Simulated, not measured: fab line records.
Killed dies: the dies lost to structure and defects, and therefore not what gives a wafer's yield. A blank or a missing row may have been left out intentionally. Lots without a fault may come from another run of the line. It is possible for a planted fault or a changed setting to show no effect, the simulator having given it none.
The tool behind it: which one? + flow rit_cmos + Sampling: 14 lots, 42 wafers, 6 of 202 route steps

== WHAT THE GAUGES READ, wafer by wafer ==
RIT_WELLDRIVE_RS_MEAS_01: measures by four-point-probe. Usual: for NWELL_RS the level is 278.8 ohm/sq and the standard deviation is 0.79.
| lot  | measured    | on            | NWELL_RS (ohm/sq) | flag |
|------|-------------|---------------|-------------------|------|
| L524 | day 2 10:53 | film_metro-03 | 280.6 280.3 279.5 |      |
| L523 | day 2 11:23 | film_metro-01 | 279.4 279.0 279.3 |      |
| L525 | day 2 16:31 | film_metro-03 | 278.8 280.0 280.2 |      |
| L526 | day 3 01:43 | film_metro-03 | 277.0 276.6 277.3 |      |
| L527 | day 3 02:58 | film_metro-03 | 278.6 278.2 278.8 |      |
| L528 | day 3 07:01 | film_metro-03 | 278.0 278.4 277.8 |      |
| L529 | day 3 15:50 | film_metro-03 | 279.8 279.2 278.7 |      |
| L530 | day 3 18:43 | film_metro-01 | 279.2 279.2 278.8 |      |
| L531 | day 4 00:08 | film_metro-04 | 279.3 278.0 278.9 |      |
| L535 | day 4 20:46 | film_metro-04 | 277.7 278.5 278.6 |      |
| L537 | day 5 12:04 | film_metro-04 | 278.4 278.3 278.8 |      |
| L539 | day 5 17:08 | film_metro-03 | 280.3 280.0 279.7 |      |
| L540 | day 6 01:58 | film_metro-03 | 278.3 278.5 278.0 |      |
| L542 | day 6 07:00 | film_metro-03 | 279.3 278.4 278.1 |      |

RIT_NLDD_TW_MEAS_10. Usual: for NLDD_TW the level is 2476 and the standard deviation is 20.
| lot  | measured    | on            | NLDD_TW        | flag |
|------|-------------|---------------|----------------|------|
| L524 | day 3 05:25 | film_metro-02 | 2436 2451 2439 |      |
| L523 | day 3 04:57 | film_metro-01 | 2470 2485 2452 |      |
| L525 | day 3 10:46 | film_metro-01 | 2465 2467 2458 |      |
| L526 | day 3 18:49 | film_metro-02 | 2447 2453 2434 |      |
| L527 | day 3 22:36 | film_metro-01 | 2469 2460 2472 |      |
| L528 | day 3 22:50 | film_metro-02 | 2443 2449 2440 |      |
| L529 | day 4 11:15 | film_metro-02 | 2456 2466 2457 |      |
| L530 | day 4 13:47 | film_metro-01 | 2481 2479 2487 |      |
| L531 | day 4 14:01 | film_metro-02 | 2460 2462 2446 |      |
| L535 | day 5 16:53 | film_metro-02 | 2709 2702 2709 | OFF  |
| L537 | day 6 08:10 | film_metro-01 | 2489 2517 2491 |      |
| L539 | day 6 11:06 | film_metro-01 | 2734 2732 2743 | OFF  |
| L540 | day 6 16:35 | film_metro-02 | 2485 2474 2475 |      |
| L542 | day 6 22:52 | film_metro-04 | 2519 2491 2509 |      |

RIT_PSD_OVL_MEAS_06. Usual: for PSD_OVL the level is 0.6 nm and the standard deviation is 1.4.
| lot  | measured    | on         | PSD_OVL (nm)   | flag |
|------|-------------|------------|----------------|------|
| L524 | day 3 13:00 | overlay-01 | -2.5 -1.5 -2.6 |      |
| L523 | day 3 11:26 | overlay-01 | 0.3 0.6 1.2    |      |
| L525 | day 3 17:32 | overlay-01 | 1.7 3.3 3.6    |      |
| L526 | day 4 01:25 | overlay-01 | -1.5 -0.1 1.5  |      |
| L527 | day 4 04:53 | overlay-02 | 1.7 2.8 1.5    |      |
| L528 | day 4 05:23 | overlay-02 | 1.7 2.5 2.6    |      |
| L529 | day 4 17:48 | overlay-01 | 0.0 1.3 -1.2   |      |
| L530 | day 4 20:34 | overlay-02 | -1.0 -0.5 -0.3 |      |
| L531 | day 4 21:42 | overlay-01 | 1.6 0.0 2.3    |      |
| L535 | day 5 23:31 | overlay-01 | -1.2 1.1 1.1   |      |
| L537 | day 6 15:03 | overlay-02 | -1.1 -1.1 -1.7 |      |
| L539 | day 6 18:12 | overlay-01 | 1.2 -0.5 0.1   |      |
| L540 | day 6 23:51 | overlay-01 | 2.7 1.8 1.3    |      |
| L542 | day 7 05:43 | overlay-01 | -0.2 -1.0 0.7  |      |

RIT_SDANNEAL_RS_MEAS_07: measures by four-point-probe. Usual: for NLDD_RS the level is 151.6 ohm/sq and the standard deviation is 0.57.
| lot  | measured    | on            | NLDD_RS (ohm/sq)  | flag |
|------|-------------|---------------|-------------------|------|
| L524 | day 3 14:22 | film_metro-01 | 150.5 150.1 150.8 |      |
| L523 | day 3 12:48 | film_metro-04 | 151.8 150.8 151.8 |      |
| L525 | day 3 19:02 | film_metro-04 | 150.6 150.6 150.4 |      |
| L526 | day 4 02:47 | film_metro-02 | 151.5 151.7 152.1 |      |
| L527 | day 4 06:22 | film_metro-01 | 151.0 150.8 150.9 |      |
| L528 | day 4 06:47 | film_metro-02 | 152.2 151.5 151.9 |      |
| L529 | day 4 19:10 | film_metro-01 | 152.6 152.7 151.9 |      |
| L530 | day 4 21:56 | film_metro-04 | 151.7 151.8 151.3 |      |
| L531 | day 4 23:04 | film_metro-02 | 152.8 152.3 152.7 |      |
| L535 | day 6 00:53 | film_metro-02 | 113.7 114.1 114.1 | OFF  |
| L537 | day 6 16:37 | film_metro-04 | 151.6 151.3 151.1 |      |
| L539 | day 6 19:34 | film_metro-02 | 113.9 113.2 113.8 | OFF  |
| L540 | day 7 01:17 | film_metro-01 | 151.3 150.6 151.1 |      |
| L542 | day 7 07:10 | film_metro-01 | 151.6 151.5 152.1 |      |

== TOOL THAT RAN EACH LOT (tool first, then ch and the chambers of the sampled wafers, then the start) ==
| lot  | RIT_PRETRO_STRIP_09                 | RIT_NLDD_IMPLANT_08            |
|------|-------------------------------------|--------------------------------|
| L524 | plasma_asher-03 ch 1, day 2 14:08   | implanter-04 ch 0, day 3 05:05 |
| L523 | plasma_asher-02 ch 0,1, day 2 14:56 | implanter-02 ch 0, day 3 04:37 |
| L525 | plasma_asher-03 ch 0,1, day 2 19:46 | implanter-04 ch 0, day 3 10:28 |
| L526 | plasma_asher-01 ch 0,1, day 3 05:19 | implanter-04 ch 0, day 3 18:31 |
| L527 | plasma_asher-02 ch 0,1, day 3 06:26 | implanter-04 ch 0, day 3 22:17 |
| L528 | plasma_asher-01 ch 0,1, day 3 10:15 | implanter-02 ch 0, day 3 22:31 |
| L529 | plasma_asher-02 ch 0,1, day 3 19:23 | implanter-04 ch 0, day 4 10:56 |
| L530 | plasma_asher-03 ch 0,1, day 3 22:00 | implanter-01 ch 0, day 4 13:29 |
| L531 | plasma_asher-01 ch 0,1, day 4 03:22 | implanter-02 ch 0, day 4 13:41 |
| L535 | plasma_asher-01 ch 0,1, day 5 00:00 | implanter-04 ch 0, day 5 16:34 |
| L537 | plasma_asher-03 ch 0,1, day 5 15:23 | implanter-01 ch 0, day 6 07:50 |
| L539 | plasma_asher-03 ch 0,1, day 5 20:26 | implanter-04 ch 0, day 6 10:46 |
| L540 | plasma_asher-02 ch 0,1, day 6 05:20 | implanter-01 ch 0, day 6 16:04 |
| L542 | plasma_asher-03 ch 0,1, day 6 10:14 | implanter-01 ch 0, day 6 22:33 |
- RIT_PRETRO_STRIP_09: strips in O2, time 180 s.
- RIT_NLDD_IMPLANT_08

== AS READ BY THE TOOLS THEMSELVES (means over the sampled wafers that have a number; for cases with no such wafer, the mark the record gives instead) ==
RIT_PRETRO_STRIP_09. Usual: drypump_motor_current_A at 5.8 A, with a standard deviation of 0.4.
| lot  | tool            | drypump_motor_current_A (A) | flag |
|------|-----------------|-----------------------------|------|
| L524 | plasma_asher-03 | 5.6                         |      |
| L523 | plasma_asher-02 | 5.6                         |      |
| L525 | plasma_asher-03 | 5.8                         |      |
| L526 | plasma_asher-01 | 5.8                         |      |
| L527 | plasma_asher-02 | 5.6                         |      |
| L528 | plasma_asher-01 | 6.1                         |      |
| L529 | plasma_asher-02 | 5.8                         |      |
| L530 | plasma_asher-03 | 5.8                         |      |
| L531 | plasma_asher-01 | 6.2                         |      |
| L535 | plasma_asher-01 | 5.8                         |      |
| L537 | plasma_asher-03 | 5.7                         |      |
| L539 | plasma_asher-03 | 5.8                         |      |
| L540 | plasma_asher-02 | 5.6                         |      |
| L542 | plasma_asher-03 | 5.7                         |      |

RIT_NLDD_IMPLANT_08. Usual: dose_ions_cm2 5.001e+14, standard deviation 5e+11; end_station_pressure_torr 6.2e-06 Torr, standard deviation 3.4e-07; faraday_current_uA 1570, standard deviation 30.
| lot  | tool         | dose_ions_cm2 | end_station_pressure_torr (Torr) | faraday_current_uA | flag |
|------|--------------|---------------|----------------------------------|--------------------|------|
| L524 | implanter-04 | 5.001e+14     | 6.2e-06                          | 1559               |      |
| L523 | implanter-02 | 4.996e+14     | 6.2e-06                          | 1574               |      |
| L525 | implanter-04 | 5.000e+14     | 6.2e-06                          | 1552               |      |
| L526 | implanter-04 | 4.997e+14     | 5.9e-06                          | 1559               |      |
| L527 | implanter-04 | 5.000e+14     | 6.2e-06                          | 1600               |      |
| L528 | implanter-02 | 5.000e+14     | 6.3e-06                          | 1563               |      |
| L529 | implanter-04 | 4.998e+14     | 6.4e-06                          | 1591               |      |
| L530 | implanter-01 | 4.999e+14     | 5.9e-06                          | 1557               |      |
| L531 | implanter-02 | 5.005e+14     | 6.2e-06                          | 1565               |      |
| L535 | implanter-04 | 7.136e+14     | 6.8e-06                          | 2267               | OFF  |
| L537 | implanter-01 | 4.998e+14     | 6.2e-06                          | 1565               |      |
| L539 | implanter-04 | 7.132e+14     | 6.5e-06                          | 2237               | OFF  |
| L540 | implanter-01 | 5.001e+14     | 6.4e-06                          | 1556               |      |
| L542 | implanter-01 | 5.000e+14     | 6.2e-06                          | 1593               |      |

== THE ANSWER, worked out from the rows above alone ==
Rule: a lot counts as off when the mean over its wafers that have a number is more than 3 standard deviations away from the usual mean. A lot without any number at a reading at which 4 lots or more have one is off too. Where the step has rows for the other lots, those lots are counted as sound. First the gauges in route order, then the tools' own readings, where a lot's mean is used as printed above. At the first step where some lot is off, the reading lying furthest off is the one used; lots without a number count as furthest.
Off: L535, L539, at RIT_NLDD_TW_MEAS_10 (NLDD_TW).
A tool fits if, at a process step before that reading, it ran every lot that is off, and no sound lot after the first of them. Not tried: the gauges at RIT_NLDD_TW_MEAS_10; whatever is off there is also off at RIT_NLDD_IMPLANT_08, on other tools, and gauge error can't account for it. One fits: implanter-04 at RIT_NLDD_IMPLANT_08. Its last sound lot is L529 (day 4 10:56), its first lot that is off L535 (day 5 16:34): a fault that began between those two fits.
The tool's own readings at RIT_NLDD_IMPLANT_08 bear it out: on the lots that are off they differ by more than 5 times the standard deviation of the sound lots' means. dose_ions_cm2 reads 7.134e+14 there against 5.000e+14 on the sound lots; faraday_current_uA reads 2252 there against 1570 on the sound lots.

== WHAT WAS PUT IN BY THE SIMULATOR ==
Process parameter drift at RIT_NLDD_IMPLANT_08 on implanter-04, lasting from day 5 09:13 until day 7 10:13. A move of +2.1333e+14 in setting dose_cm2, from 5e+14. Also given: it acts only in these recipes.
Lots struck among those shown: L535, L539. The rule above found the same.
